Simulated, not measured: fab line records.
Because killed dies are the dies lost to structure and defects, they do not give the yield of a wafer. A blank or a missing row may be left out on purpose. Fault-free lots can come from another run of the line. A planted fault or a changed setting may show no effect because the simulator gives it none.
Lot-split experiment -- flow berkeley cmos170 -- on a route of 331 steps: 5 lots, 23 wafers read

SPLIT DETAILS
At UCB170_FIELD_OXIDATION_01 (target thk 558.3 nm, ox time 7200 s), the setting ox time s was moved away from the recipe's 7200 s on 20 of the 23 wafers read, by -13.8% to +9.0%. For the rest of the wafers, this setting stayed at what the recipe calls for.

FROM THE SPLIT TO THE READING: what the file shows between them, 15 steps
- UCB170_FIELD_THK_MEAS_02
- UCB170_FIELD_ANNEAL_03: time 1200 s
- UCB170_FIELD_WET_ETCH_04: etches SiO2 in dHF, time 60 s
- UCB170_FIELD_WET_ETCH_05: etches Si3N4 in H3PO4, time 12600 s
- UCB170_FIELD_WET_ETCH_06: etches SiO2 in BOE, time 22 s
- UCB170_FIELD_THK_MEAS_90
- UCB170_SACOX_OXIDATION_01: target thk 14.4 nm, ox time 2400 s (also split here: ox time s)
- UCB170_SACOX_THK_MEAS_02
- UCB170_NVT_IMPLANT_07 (also split here: dose cm2)
- UCB170_NVT_STRIP_08: strips in O2
- UCB170_NVT_TW_MEAS_09
- UCB170_PVT_EXPOSE_03: exposes mask NWELL, target cd 3000 nm (also split here: dose mj)
- UCB170_PVT_PEB_04
- UCB170_PVT_DEVELOP_05: develop time 45 s
- UCB170_GATE_WET_ETCH_00: etches SiO2 in dHF, time 200 s

THE READING
Values of FIELD_OXIDE_LEFT_2_THK in nm from UCB170_FIELD_THK_MEAS_91. Typical for fault-free wafers on this fab line: 353 nm, with standard deviation 9.4 nm.

wafer,"tool, chamber at the split","ox time s as run, s",against the recipe,"FIELD_OXIDE_LEFT_2_THK, nm",against lot-mates on the recipe
L075.1,"-, -",6915,-4.0%,336,no lot-mate on the recipe
L075.2,"-, -",6915,-4.0%,328,no lot-mate on the recipe
L075.3,"-, -",6915,-4.0%,333,no lot-mate on the recipe
L075.4,"-, -",6915,-4.0%,339,no lot-mate on the recipe
L075.5,"-, -",6915,-4.0%,327,no lot-mate on the recipe
L078.1,"furnace-02, 0",7200,recipe,344,-
L078.3,"furnace-02, 0",7200,recipe,344,-
L078.6,"furnace-02, 0",7200,recipe,344,-
L077.1,"-, -",7735,+7.4%,361,no lot-mate on the recipe
L077.2,"-, -",7735,+7.4%,373,no lot-mate on the recipe
L077.4,"-, -",7735,+7.4%,367,no lot-mate on the recipe
L077.5,"-, -",7735,+7.4%,382,no lot-mate on the recipe
L077.6,"-, -",7735,+7.4%,365,no lot-mate on the recipe
L081.1,"-, -",7851,+9.0%,371,no lot-mate on the recipe
L081.2,"-, -",7851,+9.0%,382,no lot-mate on the recipe
L081.3,"-, -",7851,+9.0%,379,no lot-mate on the recipe
L081.5,"-, -",7851,+9.0%,384,no lot-mate on the recipe
L081.6,"-, -",7851,+9.0%,383,no lot-mate on the recipe
L085.1,"-, -",6206,-13.8%,311,no lot-mate on the recipe
L085.3,"-, -",6206,-13.8%,314,no lot-mate on the recipe
L085.4,"-, -",6206,-13.8%,304,no lot-mate on the recipe
L085.5,"-, -",6206,-13.8%,316,no lot-mate on the recipe
L085.6,"-, -",6206,-13.8%,299,no lot-mate on the recipe

FIT RESULTS
A straight line over all 23 wafers: FIELD_OXIDE_LEFT_2_THK changes by +3.06 nm for each +1% of ox time s; r = +0.97; the points scatter about the line by 6.6 nm.
Too few moved wafers have a lot-mate on the recipe to fit a line with each lot's own level taken away.

THE WHOLE CHAIN: every reading that the file lists as answering this split, in the file's order
step,what it does,reading,change (the file's fit),r (the file's)
UCB170_FIELD_OXIDATION_01,"target thk 558.3 nm, ox time 7200 s","SiO2_of_FIELD_OXIDATION_01.thk nm (the simulator's own value, which no gauge read)",+3.09 nm for each +1% of the setting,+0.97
UCB170_FIELD_THK_MEAS_02,,FIELD_OXIDE_THK,+3.08 for each +1% of the setting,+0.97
UCB170_FIELD_THK_MEAS_90,,FIELD_OXIDE_LEFT_1_THK,+3.08 for each +1% of the setting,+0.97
UCB170_FIELD_THK_MEAS_91,,FIELD_OXIDE_LEFT_2_THK,+3.06 for each +1% of the setting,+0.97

FILE'S OWN FIT
FIELD_OXIDE_LEFT_2_THK changes by +3.06 nm for each +1% of ox time s, r = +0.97.
